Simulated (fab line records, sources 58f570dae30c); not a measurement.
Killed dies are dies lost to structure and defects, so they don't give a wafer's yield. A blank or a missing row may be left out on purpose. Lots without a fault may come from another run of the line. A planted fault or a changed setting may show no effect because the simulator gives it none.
Which tool did it? | flow berkeley_cmos170 | 7 lots, 21 wafers sampled, at 1 step of a route of 331

WHAT THE GAUGES READ, wafer by wafer
UCB170_SILICIDE_THK_MEAS_03: measures by xrf.
lot  | measured     | on            | SILICIDE_TI_THK (nm)
L272 | day 8 14:20  | film_metro-04 | 29.7 29.7 29.6
L279 | day 10 04:48 | film_metro-01 | 29.2 29.0 29.0
L278 | day 10 06:28 | film_metro-04 | 29.6 29.8 29.3
L281 | day 10 21:44 | film_metro-04 | 29.8 29.9 29.8
L283 | day 10 21:50 | film_metro-01 | 28.9 29.0 29.4
L288 | day 11 10:37 | film_metro-02 | 28.9 29.1 29.1
L290 | day 11 11:27 | film_metro-01 | 30.1 29.7 30.2

WHICH TOOL RAN EACH LOT (tool, then ch and the chambers of the sampled wafers, then the start)
The record holds no process step before these readings.

THE ANSWER, worked out from the rows above alone
Rule: what is usual is taken from the lots themselves. Put in order of their means at a reading, lots are off if they are a third of the lots or fewer, leave a main group of 4 or more, and stand apart from it by a gap of 3 or more times the standard deviation of the main group's means; of several such gaps the widest counts. A main group whose means are all the same, to the digits that the tables above print for the reading, isn't used. A lot without any number at a reading at which 4 lots or more have one is off too. The other lots that the step has rows for count as sound.
No lot is off at any reading shown: from this, nothing can be told.

WHAT THE SIMULATOR HAD PUT IN
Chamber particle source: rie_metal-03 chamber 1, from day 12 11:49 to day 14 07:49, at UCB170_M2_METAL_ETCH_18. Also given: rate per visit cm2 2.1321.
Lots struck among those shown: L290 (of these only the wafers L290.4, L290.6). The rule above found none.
